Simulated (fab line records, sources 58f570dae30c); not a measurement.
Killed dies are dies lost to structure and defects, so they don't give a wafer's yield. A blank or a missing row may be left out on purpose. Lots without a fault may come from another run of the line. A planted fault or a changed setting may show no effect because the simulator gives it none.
fab line records | flow berkeley_cmos170
record lots=6 wafers=18 last_day=12
route steps=331 shown NWELL@15
lots that met no fault: from a run of the same line without faults
start_h: hours from the record's first day to the start of the lot's first wafer shown | wait_h: hours since the lot's step before | " the same as in the row above | L1.1+2: a row that stands for several wafers | - no value, or no start given | * or withheld: withheld | < > ~ a bound
route shown NAME@n: a module of which the file shows steps, and the number in the route of the first | usual: mean/standard deviation of fault-free wafers | same: alike in all rows | chamber/n: place in a boat | sites: the reading at each site | _std_site: their standard deviation | _edge_site: outer sites' mean less inner sites' | radius_mm: how far each site lies from the wafer's centre | mask NAME#n: copy n | behind: the tool/chamber that last shaped the wafer | hold: why the lot was held/for how many hours/how that ended | device: the transistor (n, p or np) that didn't switch | end of line: the same wafers' tests at the end of the route | a step without rows: its recipe alone | killed: dies lost to structure and defects at the first sort, not the wafer's yield | map: a wafer's dies, x killed, . not, _ none there
set.NAME: the setting as run; set.NAME@STEP: as run at that earlier step | model.NAME: the simulator's own value behind a step, which no gauge read
lots at some steps of the route; a table a step, a row a wafer
services: from which hour (start_h, from the record's first day; less than 0 if before it) a tool's chamber was out of use, for how many hours, and why
## steps
# step UCB170_NWELL_OXIDATION_01
# recipe temp_c=1000 ambient=O2 target_thk_a=264 ox_time_s=1260
# step UCB170_NWELL_THK_MEAS_02
# recipe reads=SiO2_of_NWELL_OXIDATION_01
# usual NWELL_OXIDE_THK=26.5/0.47
# columns lot.wafer tool chamber start_h wait_h NWELL_OXIDE_THK[nm]
L113.1 film_metro-01 - 36.73 0.0 26.8
L113.2 " - " " 26.9
L113.4 " - " " 27.1
L119.1 film_metro-01 - 71.23 0.0 26.9
L119.2 " - " " 27.1
L119.4 " - " " 27.7
L122.3 film_metro-04 - 84.28 0.0 26.7
L122.5 " - " " 27.1
L122.6 " - " " 26.5
L128.3 film_metro-02 - 114.34 0.0 26.7
L128.4 " - " " 26.6
L128.5 " - " " 26.1
L130.2 film_metro-04 - 128.29 0.0 26.5
L130.4 " - " " 26.6
L130.6 " - " " 26.3
L133.1 film_metro-04 - 139.79 0.1 26.4
L133.4 " - " " 26.4
L133.6 " - " " 26.2
# step UCB170_NWELL_ANNEAL_03
# recipe temp_c=1000 time_s=900 ambient=N2
# step UCB170_NWELL_CVD_04
# recipe material=Si3N4 target_thk_nm=224 temp_c=800 precursor=SiH2Cl2/NH3 time_s=3360 pressure_mtorr=200 sih2cl2_flow_sccm=25 nh3_flow_sccm=75
# step UCB170_NWELL_THK_MEAS_05
# recipe reads=Si3N4_of_NWELL_CVD_04
# usual NWELL_NITRIDE_THK=224.1/2.1
# columns lot.wafer tool chamber start_h wait_h NWELL_NITRIDE_THK[nm]
L113.1 film_metro-01 - 47.40 0.0 221.1
L113.2 " - " " 222.4
L113.4 " - " " 220.6
L119.1 film_metro-04 - 77.63 0.0 218.7
L119.2 " - " " 218.9
L119.4 " - " " 219.3
L122.3 film_metro-02 - 89.49 0.0 224.6
L122.5 " - " " 225.2
L122.6 " - " " 223.4
L128.3 film_metro-02 - 123.00 0.0 226.3
L128.4 " - " " 226.8
L128.5 " - " " 226.2
L130.2 film_metro-04 - 131.91 0.0 224.2
L130.4 " - " " 224.0
L130.6 " - " " 224.9
L133.1 film_metro-02 - 145.13 0.0 229.4
L133.4 " - " " 227.3
L133.6 " - " " 228.5
# step UCB170_NWELL_HMDS_06
# recipe prime_time_s=60 prime_temp_c=100
# step UCB170_NWELL_COAT_07
# recipe resist=KrF spin_rpm=1500 resist_thk_nm=900
# step UCB170_NWELL_SOFTBAKE_08
# recipe resist=KrF temp_c=130 time_s=60
# step UCB170_NWELL_EXPOSE_09
# recipe mask_id=NWELL target_cd_nm=3000 na=0.5 sigma_outer=0.6 source_shape=conventional dose_mj=25
# step UCB170_NWELL_PEB_10
# recipe peb_temp_c=130 peb_time_s=withheld resist=KrF
# step UCB170_NWELL_DEVELOP_11
# recipe developer=TMAH develop_time_s=45 resist=KrF dev_temp_c=21
# step UCB170_NWELL_OVL_MEAS_12
# usual NWELL_OVL=-3/6.9
# columns lot.wafer tool chamber start_h wait_h NWELL_OVL[nm]
L113.1 overlay-01 - 48.54 - 1
L113.2 " - " " -6
L113.4 " - " " -1
L119.1 overlay-02 - 79.76 - -14
L119.2 " - " " -10
L119.4 " - " " -14
L122.3 overlay-02 - 90.56 - -8
L122.5 " - " " -8
L122.6 " - " " -8
L128.3 overlay-01 - 124.02 - -5
L128.4 " - " " 3
L128.5 " - " " 4
L130.2 overlay-02 - 133.59 - -7
L130.4 " - " " -10
L130.6 " - " " -4
L133.1 overlay-01 - 146.69 - -6
L133.4 " - " " -14
L133.6 " - " " -8
# step UCB170_NWELL_ETCH_13
# recipe chemistry=CH3F/Ar/O2 target=Si3N4 stop_on=SiO2 CH3F_flow_sccm=20 Ar_flow_sccm=50 O2_flow_sccm=7 pressure_mtorr=50 rf_w=450 target_depth_a=2464 over_etch_frac=0.09641 time_s=154
# usual drypump_motor_current_A=5.7/0.45 oes_product_au=0.941/0.014 throttle_valve_pct=8.08/0.083
# same time_s=154
# columns lot.wafer tool chamber start_h wait_h drypump_motor_current_A oes_product_au rf_hours_counter_h throttle_valve_pct model.etch.depth_nm model.KrF_of_NWELL_COAT_07.thk_nm
L113.1 rie_diel-04 2 48.57 0.0 5.2 0.931 0 8.21 221.2 722.3
L113.2 " 3 " " 5.0 0.931 64 8.14 222.4 723.4
L113.4 " 3 " " 5.0 0.924 - 8.14 220.5 722.6
L119.1 rie_diel-03 2 79.80 0.0 5.6 0.930 168 8.00 218.8 719.2
L119.2 " 3 " " 6.0 0.933 117 7.94 218.8 728.8
L119.4 " 1 " " 5.9 0.939 133 8.19 219.2 724
L122.3 rie_diel-04 3 90.58 0.0 5.0 0.940 66 8.14 224.4 725.3
L122.5 " 0 " " 5.7 0.921 - 8.09 225.2 717
L122.6 " 3 " " 5.0 0.936 - 8.13 223.3 727.8
L128.3 rie_diel-02 2 124.04 0.0 5.1 0.692 144 8.11 126.2 804
L128.4 " 0 " " 6.3 0.940 32 8.11 226.6 721.4
L128.5 " 0 " " 6.3 0.941 - 8.12 226.3 721.8
L130.2 rie_diel-02 1 133.62 0.0 6.3 0.947 126 8.02 224.3 720.4
L130.4 " 2 " " 5.1 0.683 144 8.09 125.9 800.4
L130.6 " 2 " " 5.1 0.690 - 8.09 126.1 800.9
L133.1 rie_diel-02 3 146.73 0.0 5.9 0.942 15 8.05 229.5 728.6
L133.4 " 3 " " 5.9 0.942 - 8.04 227.3 727.6
L133.6 " 1 " " 6.4 0.947 - 8.03 228.5 730.1
# step UCB170_NWELL_IMPLANT_14
# recipe species=P dose_cm2=1e+13 energy_kev=150 tilt_deg=7
# step UCB170_NWELL_STRIP_15
# recipe chemistry=O2 power_w=400 pressure_mtorr=3500 platen_temp_c=withheld o2_flow_sccm=400 overash_fraction=0.5
# usual drypump_motor_current_A=5.7/0.48 oes_product_au=0.720/0.0044 strip_time_to_endpoint_s=18.07/0.093
# columns lot.wafer tool chamber start_h wait_h drypump_motor_current_A oes_product_au rf_hours_counter_h strip_time_to_endpoint_s
L113.1 plasma_asher-02 0 48.83 0.1 4.8 0.725 22 18.02
L113.2 " 1 " " 6.6 0.719 22 18.05
L113.4 " 1 " " 6.6 0.724 - 18.04
L119.1 plasma_asher-03 0 80.05 0.1 5.5 0.730 34 17.97
L119.2 " 1 " " 6.0 0.724 34 18.19
L119.4 " 1 " " 6.0 0.722 - 18.07
L122.3 plasma_asher-01 1 90.86 0.1 5.8 0.719 - 18.10
L122.5 " 0 " " 5.8 0.722 - 17.92
L122.6 " 1 " " 5.8 0.720 - 18.18
L128.3 plasma_asher-03 1 124.33 0.1 6.0 0.730 - 19.96
L128.4 " 0 " " 5.5 0.718 - 18.01
L128.5 " 0 " " 5.5 0.721 - 18.02
L130.2 plasma_asher-01 0 133.87 0.1 5.8 0.720 2 18.00
L130.4 " 0 " " 5.8 0.730 - 19.90
L130.6 " 0 " " 5.8 0.725 - 19.91
L133.1 plasma_asher-03 1 146.98 0.1 6.0 0.713 41 18.18
L133.4 " 1 " " 6.0 0.724 - 18.16
L133.6 " 0 " " 5.4 0.728 - 18.23
# step UCB170_NWELL_TW_MEAS_16
# usual NWELL_TW=1248/12
# columns lot.wafer tool chamber start_h wait_h NWELL_TW
L113.1 film_metro-02 - 48.93 0.1 1238
L113.2 " - " " 1242
L113.4 " - " " 1249
L119.1 film_metro-04 - 80.16 0.1 1252
L119.2 " - " " 1251
L119.4 " - " " 1260
L122.3 film_metro-02 - 90.95 0.1 1240
L122.5 " - " " 1230
L122.6 " - " " 1230
L128.3 film_metro-02 - 124.42 0.1 1234
L128.4 " - " " 1235
L128.5 " - " " 1231
L130.2 film_metro-01 - 133.98 0.1 1279
L130.4 " - " " 1274
L130.6 " - " " 1279
L133.1 film_metro-01 - 147.08 0.1 1263
L133.4 " - " " 1275
L133.6 " - " " 1266
## services
# columns tool chamber start_h hours kind
rie_diel-04 2 24.69 - clean
rie_diel-04 2 24.69 21.5 scheduled_down
rie_diel-04 2 24.69 21.5 vent_cycle
rie_diel-04 0 31.17 4.0 repair
plasma_asher-03 - 37.90 2.4 repair
rie_diel-02 - 40.73 59.3 repair
rie_diel-04 0 46.15 - clean
rie_diel-04 0 46.15 12.3 scheduled_down
rie_diel-04 0 46.15 12.3 vent_cycle
rie_diel-02 0 46.22 6.1 repair
plasma_asher-03 - 56.28 7.4 pm
plasma_asher-02 - 60.77 0.8 repair
rie_diel-03 - 68.10 0.4 repair
rie_diel-04 - 72.29 2.8 pm
plasma_asher-02 - 73.91 2.8 pm
plasma_asher-02 - 83.23 3.6 repair
rie_diel-03 1 85.30 7.6 repair
plasma_asher-02 - 87.83 1.6 repair
plasma_asher-02 - 108.49 1.1 repair
rie_diel-04 0 108.67 12.3 repair
plasma_asher-01 - 108.75 9.0 pm
plasma_asher-03 - 126.03 14.6 pm
rie_diel-03 0 138.50 7.1 repair
rie_diel-02 2 145.28 8.2 repair
## key
first_sign step=UCB170_NWELL_ETCH_13 reading=oes_product_au direction=down sigmas=18 usual=0.941 struck=0.688
effect step=UCB170_NWELL_STRIP_15 reading=strip_time_to_endpoint_s direction=up sigmas=20 usual=* struck=*
model_effect step=UCB170_NWELL_ETCH_13 value=etch.depth_nm without=225 struck=126.1
met_at UCB170_NWELL_ETCH_13
struck_wafers L128.3,L130.4,L130.6
later_rows_left_out L128.3,L130.4,L130.6
sort_left_out L128.3,L130.4,L130.6
tester_left_out L128,L130
fault kind=process_parameter_drift tool=rie_diel-02 chamber=2 onset_h=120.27 steps=UCB170_NWELL_ETCH_13 channel=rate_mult offset=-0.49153 shape=step end_h=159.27
# tester_left_out: of these lots the tester's yield and bins aren't shown, on N5 and GAA mostly nor the transistor test; their killed dies are dies lost to structure and defects alone, not to doping, threshold or leakage, so they don't give the yield
# sort_left_out: the simulated sort isn't trusted on such a fault, so these wafers' sort isn't shown, and their yield isn't known
# later_rows_left_out: the simulator's readings of these wafers behind a module that went badly wrong aren't trusted and aren't shown, but for the sort
